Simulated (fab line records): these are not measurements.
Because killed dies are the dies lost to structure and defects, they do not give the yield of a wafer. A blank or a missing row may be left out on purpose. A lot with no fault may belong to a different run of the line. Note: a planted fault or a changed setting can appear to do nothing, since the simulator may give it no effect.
8D (eight disciplines) problem report, filled in by code ; flow rit-cmos ; the parts of the form that need people (team, actions taken, sign-off) are left out

== 1. WHAT IS WRONG ==
heater-power-total-W at RIT_PSD_SOFTBAKE_02 reads a mean of 37.00 W on 6 wafers of 2 lots; wafers without a fault read 34.57 W with a standard deviation of 0.046. Relative to the usual mean, that is a shift of +53 standard deviations.
The step: time 60 s.
The first sign was on wafer L179.1 at day 6 15:01, on litho-track-02. The record holds 42 wafers of 14 lots with a number at this step. Rule for "out" (also "out of limits"): further than 4 standard deviations from the usual mean. All remaining wafers that have a number are taken as sound.

== 2. WHAT THIS IS AND IS NOT ==
question;is;is not
which readings at this step;heater-power-total-W, plate-temp-C;-
which lots;L179, L181;L163, L164, L166, L168, L169, L170, L171, L172, L180, L182, L184, L186
which wafers of those lots;all that have a number;-
read on which tools;litho-track-02;litho-track-01, litho-track-03
when;from day 6 15:01;"up to then (24 sound wafers); but 12 sound wafers of L180, L182, L184, L186 came after"

== 3. THE SUSPECTS, EACH WITH WHAT RULES IT OUT ==
Counting: a tool at any process step up to the reading remains a suspect when it ran all the lots that are out and ran no sound lot after the first of those.
- litho-track-02 at RIT_PSD_SOFTBAKE_02 (time 60 s): kept. All lots that are out passed through it, beginning with L179 at day 6 15:01, and no sound lot followed; its final sound lot before that point was L172 at day 5 03:02. On those wafers its own readings are out: heater-power-total-W, plate-temp-C.
Remaining after the count: litho-track-02 at RIT_PSD_SOFTBAKE_02.

== 4. THE CAUSE (what the simulator had put in) ==
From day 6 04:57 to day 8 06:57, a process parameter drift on litho-track-02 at RIT_PSD_SOFTBAKE_02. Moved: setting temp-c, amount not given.
After counting, this tool was the only one left.

== 5. THE CHAIN OF EFFECTS, in route order ==
Each row: a reading where the mean over the struck wafers with a number is more than 3 standard deviations away from the usual. Readings are gone through only where the record gives a usual standard deviation; hours: the median, over the lots, of the time from a lot's start at the first step in this table giving one to that lot's start at this step; sigmas: the change measured in usual standard deviations.
hours;step;reading;usual;on struck wafers;change;sigmas
0;RIT_PSD_SOFTBAKE_02;heater-power-total-W;34.57 W;37.00;+2.43;+53
0;RIT_PSD_SOFTBAKE_02;plate-temp-C;89.99 C;94.47;+4.48;+34
Here are the process steps it includes:
- RIT_PSD_SOFTBAKE_02: time 60 s.

== 6. WHAT WOULD HAVE CAUGHT IT SOONER ==
In this record the first reading out of limits was taken at day 6 15:01, 10 hours after the fault began at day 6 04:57.
